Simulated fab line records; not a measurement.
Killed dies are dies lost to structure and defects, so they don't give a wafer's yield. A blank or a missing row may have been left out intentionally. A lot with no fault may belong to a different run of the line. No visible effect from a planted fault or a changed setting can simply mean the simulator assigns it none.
fab line records | flow berkeley_cmos170
record: lots: 14 wafers: 42 last_day: 12
route steps=331 shown PLDD@153
lots with no fault: from the same line, run without faults
start_h: hours from the record's opening day to when the first of the lot's shown wafers began | wait_h: how many hours have passed since the lot's step before this one | " the same as in the row above | L1.1+2: several wafers, shown together as one row | - value missing, or start not given | * or withheld: withheld | < > ~ a bound
route shown NAME@n: a module of which the file shows steps, and the number in the route of the first | usual: mean/standard deviation of fault-free wafers | same: alike in all rows | chamber/n: place in a boat | sites: per-site readings | _std_site: standard deviation of those values | _edge_site: inner sites' mean taken away from outer sites' mean | radius_mm: for every site, how far away it sits from the centre of the wafer | mask NAME#n: copy n | behind: tool/chamber where the wafer was last shaped | hold: why the lot went on hold/how many hours it stayed there/how the hold came to an end | device: which transistor (n, p or np) failed to switch | end of line: the tests these same wafers got at the end of their route | where a step has no rows: the recipe by itself | killed: not the wafer's yield, but the dies lost to structure and defects at the first sort | map: dies across one wafer; x = killed, . = not, _ = none there
set.NAME: the run value of the setting; set.NAME@STEP: its run value at that earlier step | model.NAME: the simulator's own value behind a step, which no gauge read
a sample of lots followed through the steps of the route, with each step as a table and each wafer as a row
services: from which hour (start_h, from the record's first day; less than 0 if before it) a tool's chamber was out of use, for how many hours, and why
== steps ==
step: UCB170_PLDD_IMPLANT_08
recipe: species: BF2 dose_cm2: 5e+13 energy_kev: 10 tilt_deg: 7 rotation_deg: 0
usual: dose_ions_cm2: 5e+13/6e+10 faraday_current_uA: 158/3.9 rotation_deg: 0.001/0.021
same: implant_ion_amu: 49
columns lot.wafer tool chamber start_h wait_h dose_ions_cm2 faraday_current_uA rotation_deg
L411.2 implanter-01 0 144.90 0.0 5.008e+13 156 0.019
L411.3 " 0 " " 5e+13 166 0.040
L411.4 " 0 " " 5.005e+13 162 0.030
L413.1 implanter-01 0 146.97 0.0 5e+13 158 0.049
L413.4 " 0 " " 4.994e+13 159 0.008
L413.5 " 0 " " 4.994e+13 157 0.012
L415.2 implanter-02 0 168.78 0.0 4.999e+13 161 -0.020
L415.3 " 0 " " 4.998e+13 156 -0.008
L415.6 " 0 " " 5.002e+13 154 0.032
L417.1 implanter-04 0 176.39 0.0 4.999e+13 153 0.005
L417.5 " 0 " " 5e+13 161 0.008
L417.6 " 0 " " 5e+13 158 -0.008
L418.2 implanter-01 0 177.97 0.0 6.507e+13 203 -0.022
L418.3 " 0 " " 6.507e+13 197 -0.028
L418.5 " 0 " " 6.493e+13 205 -0.001
L422.2 implanter-02 0 194.05 0.0 5.002e+13 155 -0.014
L422.3 " 0 " " 5.002e+13 151 -0.023
L422.4 " 0 " " 5.004e+13 150 0.006
L423.1 implanter-04 0 194.52 0.0 5e+13 158 -0.026
L423.4 " 0 " " 5.01e+13 164 0.012
L423.6 " 0 " " 5.013e+13 163 -0.001
L420.1 implanter-01 0 194.65 0.0 6.502e+13 210 0.025
L420.2 " 0 " " 6.495e+13 218 0.003
L420.5 " 0 " " 6.517e+13 207 0.002
L425.1 implanter-04 0 209.65 0.0 5.009e+13 155 -0.001
L425.3 " 0 " " 5.001e+13 158 -0.001
L425.4 " 0 " " 5.01e+13 156 -0.023
L424.2 implanter-02 0 220.89 0.1 5.005e+13 155 -0.035
L424.4 " 0 " " 5.005e+13 151 -0.050
L424.6 " 0 " " 5.001e+13 150 0.000
L428.2 implanter-04 0 225.95 0.0 4.998e+13 155 0.008
L428.3 " 0 " " 5.002e+13 155 -0.005
L428.6 " 0 " " 4.998e+13 160 -0.003
L432.3 implanter-02 0 231.66 0.1 5.002e+13 157 0.002
L432.5 " 0 " " 5.005e+13 154 0.020
L432.6 " 0 " " 5.002e+13 155 0.019
L430.1 implanter-02 0 232.62 0.0 4.999e+13 155 0.019
L430.2 " 0 " " 5.009e+13 159 0.020
L430.6 " 0 " " 5.009e+13 153 0.018
L433.1 implanter-04 0 250.78 0.0 5.012e+13 160 0.009
L433.4 " 0 " " 4.993e+13 157 -0.009
L433.5 " 0 " " 4.995e+13 160 0.013
step: UCB170_PLDD_TW_MEAS_11
usual: PLDD_TW: 1018/7.3
columns lot.wafer tool chamber start_h wait_h PLDD_TW
L411.2 film_metro-03 - 145.28 0.1 1015
L411.3 " - " " 1018
L411.4 " - " " 1014
L413.1 film_metro-01 - 147.37 0.1 1022
L413.4 " - " " 1017
L413.5 " - " " 1021
L415.2 film_metro-01 - 169.17 0.1 1029
L415.3 " - " " 1023
L415.6 " - " " 1027
L417.1 film_metro-01 - 176.79 0.1 1023
L417.5 " - " " 1021
L417.6 " - " " 1024
L418.2 film_metro-03 - 178.36 0.1 1055
L418.3 " - " " 1056
L418.5 " - " " 1060
L422.2 film_metro-03 - 194.43 0.1 1017
L422.3 " - " " 1017
L422.4 " - " " 1017
L423.1 film_metro-03 - 194.92 0.1 1009
L423.4 " - " " 1009
L423.6 " - " " 1014
L420.1 film_metro-03 - 195.05 0.1 1058
L420.2 " - " " 1058
L420.5 " - " " 1064
L425.1 film_metro-03 - 210.05 0.1 1015
L425.3 " - " " 1013
L425.4 " - " " 1014
L424.2 film_metro-01 - 221.28 0.1 1029
L424.4 " - " " 1023
L424.6 " - " " 1029
L428.2 film_metro-02 - 226.34 0.1 1005
L428.3 " - " " 1005
L428.6 " - " " 1007
L432.3 film_metro-01 - 232.03 0.1 1024
L432.5 " - " " 1026
L432.6 " - " " 1027
L430.1 film_metro-02 - 233.02 0.1 1004
L430.2 " - " " 1003
L430.6 " - " " 1007
L433.1 film_metro-02 - 251.18 0.1 1013
L433.4 " - " " 1008
L433.5 " - " " 1015
step: UCB170_SDANNEAL_RS_MEAS_04
recipe: thk_meas_gauge: four-point-probe
usual: PLDD_RS: 1031.3/2.7
columns lot.wafer tool chamber start_h wait_h PLDD_RS[ohm/sq]
L411.2 film_metro-01 - 159.44 0.1 1032.7
L411.3 " - " " 1036.1
L411.4 " - " " 1031.7
L413.1 film_metro-03 - 160.23 0.1 1029.7
L413.4 " - " " 1029.2
L413.5 " - " " 1029.5
L415.2 film_metro-03 - 181.45 0.1 1031.0
L415.3 " - " " 1033.3
L415.6 " - " " 1028.9
L417.1 film_metro-01 - 188.83 0.1 1028.8
L417.5 " - " " 1029.5
L417.6 " - " " 1032.4
L418.2 film_metro-03 - 189.81 0.1 926.0
L418.3 " - " " 925.0
L418.5 " - " " 923.9
L422.2 film_metro-02 - 207.93 0.1 1025.9
L422.3 " - " " 1026.1
L422.4 " - " " 1028.1
L423.1 film_metro-03 - 208.35 0.1 1034.1
L423.4 " - " " 1038.3
L423.6 " - " " 1032.2
L420.1 film_metro-01 - 209.25 0.1 923.7
L420.2 " - " " 922.4
L420.5 " - " " 924.0
L425.1 film_metro-02 - 222.23 0.1 1034.7
L425.3 " - " " 1035.2
L425.4 " - " " 1033.4
L424.2 film_metro-03 - 238.51 0.1 1027.2
L424.4 " - " " 1031.5
L424.6 " - " " 1030.1
L428.2 film_metro-01 - 242.37 0.1 1031.6
L428.3 " - " " 1030.3
L428.6 " - " " 1029.5
L430.1 film_metro-03 - 245.83 0.1 1028.1
L430.2 " - " " 1029.2
L430.6 " - " " 1030.7
L432.3 film_metro-01 - 245.96 0.1 1031.9
L432.5 " - " " 1032.9
L432.6 " - " " 1031.4
L433.1 film_metro-03 - 263.54 0.1 1030.9
L433.4 " - " " 1029.6
L433.5 " - " " 1028.3
== services ==
columns tool chamber start_h hours kind
implanter-02 - 128.33 3.9 repair
implanter-02 - 175.45 2.7 pm
implanter-01 - 195.47 3.3 pm
implanter-04 - 220.34 2.0 repair
implanter-04 - 241.49 1.1 repair
== key ==
first_sign: step: UCB170_PLDD_IMPLANT_08 reading: dose_ions_cm2 direction: up sigmas: 99+ usual: 5e+13 struck: 6.503e+13
effect: step: UCB170_PLDD_IMPLANT_08 reading: faraday_current_uA direction: up sigmas: 13 usual: 158 struck: 207
effect: step: UCB170_PLDD_TW_MEAS_11 reading: PLDD_TW direction: up sigmas: 5.5 usual: 1018 struck: 1059
effect: step: UCB170_SDANNEAL_RS_MEAS_04 reading: PLDD_RS direction: down sigmas: 39 usual: 1031.3 struck: 924.2
met_at UCB170_PLDD_IMPLANT_08
struck_lots L418,L420
tester_left_out L418,L420
onset_between 146.97 177.97
fault: kind: process_parameter_drift tool: implanter-01 chamber: - onset_h: 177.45 steps: UCB170_PLDD_IMPLANT_08 channel: dose_cm2 offset: 1.5e+13 shape: step end_h: 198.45 acts_in: these_recipes_only stated: 5e+13
tester_left_out: of these lots the tester's yield and bins aren't shown, on N5 and GAA mostly nor the transistor test; their killed dies are dies lost to structure and defects alone, not to doping, threshold or leakage, so they don't give the yield
